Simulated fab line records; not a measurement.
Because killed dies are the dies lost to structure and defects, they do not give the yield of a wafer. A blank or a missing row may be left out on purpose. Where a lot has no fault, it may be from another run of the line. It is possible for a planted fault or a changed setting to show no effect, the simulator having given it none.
Split-lot experiment | flow rit cmos | route with 202 steps; 5 lots, 23 wafers read

## ON THE SPLIT
At RIT_M1_SPUTTER_00 (material Al, target thk 400 nm, time 500 s), the setting time s was moved away from the recipe's 500 s on 10 of the 23 wafers read, by -14.9% to +14.1%. All remaining wafers had this setting at the recipe value.

## FROM SPLIT TO READING: 1 step shown by the file between the two
- RIT_M1_RS_MEAS_01: measures by four-point-probe

## THE READING
M1_AL_THK, in nm, at RIT_M1_THK_MEAS_02 (measures by xrf). Typical for fault-free wafers on this fab line: 406 nm, with standard deviation 4.9 nm.

wafer  | tool, chamber at the split | time s as run, s | against the recipe | M1_AL_THK, nm | against lot-mates on the recipe
L077.2 | pvd sputter-01, -          | 500              | recipe             | 407           | -
L077.4 | pvd sputter-01, -          | 500              | recipe             | 401           | -
L077.5 | pvd sputter-01, -          | 500              | recipe             | 403           | -
L078.1 | pvd sputter-02, -          | 570.3            | +14.1%             | 470           | +61
L078.3 | pvd sputter-02, -          | 570.3            | +14.1%             | 462           | +53
L078.4 | pvd sputter-02, -          | 500              | recipe             | 410           | -
L078.5 | pvd sputter-02, -          | 500              | recipe             | 407           | -
L078.6 | pvd sputter-02, -          | 500              | recipe             | 410           | -
L079.1 | pvd sputter-01, -          | 425.4            | -14.9%             | 340           | -64
L079.2 | pvd sputter-01, -          | 500              | recipe             | 402           | -
L079.3 | pvd sputter-01, -          | 500              | recipe             | 403           | -
L079.5 | pvd sputter-01, -          | 500              | recipe             | 406           | -
L079.6 | pvd sputter-01, -          | 425.4            | -14.9%             | 338           | -66
L080.1 | pvd sputter-02, -          | 500              | recipe             | 411           | -
L080.2 | pvd sputter-02, -          | 547.4            | +9.5%              | 441           | +31
L080.3 | pvd sputter-02, -          | 547.4            | +9.5%              | 449           | +39
L080.5 | pvd sputter-02, -          | 547.4            | +9.5%              | 448           | +38
L080.6 | pvd sputter-02, -          | 500              | recipe             | 409           | -
L084.1 | pvd sputter-03, -          | 500              | recipe             | 400           | -
L084.2 | pvd sputter-03, -          | 564.3            | +12.9%             | 451           | +52
L084.3 | pvd sputter-03, -          | 564.3            | +12.9%             | 451           | +52
L084.4 | pvd sputter-03, -          | 564.3            | +12.9%             | 455           | +56
L084.5 | pvd sputter-03, -          | 500              | recipe             | 398           | -

FIT RESULTS
A straight line over all 23 wafers: M1_AL_THK changes by +4.19 nm for each +1% of time s; r = +0.99; the points scatter about the line by 4.7 nm.
The same after taking each lot's own level away (the mean of its wafers on the recipe; 23 wafers): +4.15 nm for each +1%; r = +1.00; scatter 2.7 nm.
That fit puts the effect of the largest move of time s on the reading at 62 nm.
From 399.0 to 410.0 nm: that is the span of the lots' own levels, equal to 2.2 times the standard deviation above.
Hence the lot-to-lot level has little effect on the slope; both slopes agree.
Check: with one of the wafers moved furthest among these (-14.9%) left out of the fit, the line predicts -62.4 nm for it against its lot-mates. It came out at -63.7 nm against them.

## OTHER SPLITS APPLIED TO THESE WAFERS
Note: prior to the reading, these wafers also went through further splits. Each is held against what the fit with the lots' levels taken away leaves over:
other split on the same wafers        | wafers away from the commonest value | r with M1_AL_THK (lot level and that fit taken away)
RIT_PSD_IMPLANT_08 energy kev         | 9                                    | +0.21
RIT_CONTACT_CVD_00 time s             | 8                                    | -0.32
RIT_CONTACT_DEVELOP_07 develop time s | 5                                    | -0.15

## THE WHOLE CHAIN: every reading that the file lists as answering this split, in the file's order
step               | what it does                               | reading                                                                     | change (the file's fit)               | r (the file's)
RIT_M1_SPUTTER_00  | material Al, target thk 400 nm, time 500 s | Al_of_M1_SPUTTER_00.thk nm (the simulator's own value, which no gauge read) | +4.1 nm for each +1% of the setting   | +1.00
RIT_M1_RS_MEAS_01  | measures by four-point-probe               | M1_AL_RS                                                                    | -0.000755 for each +1% of the setting | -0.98
RIT_M1_THK_MEAS_02 | measures by xrf                            | M1_AL_THK                                                                   | +4.16 for each +1% of the setting     | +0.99

## FILE'S OWN FIT
M1_AL_THK changes by +4.16 nm for each +1% of time s, r = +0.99.
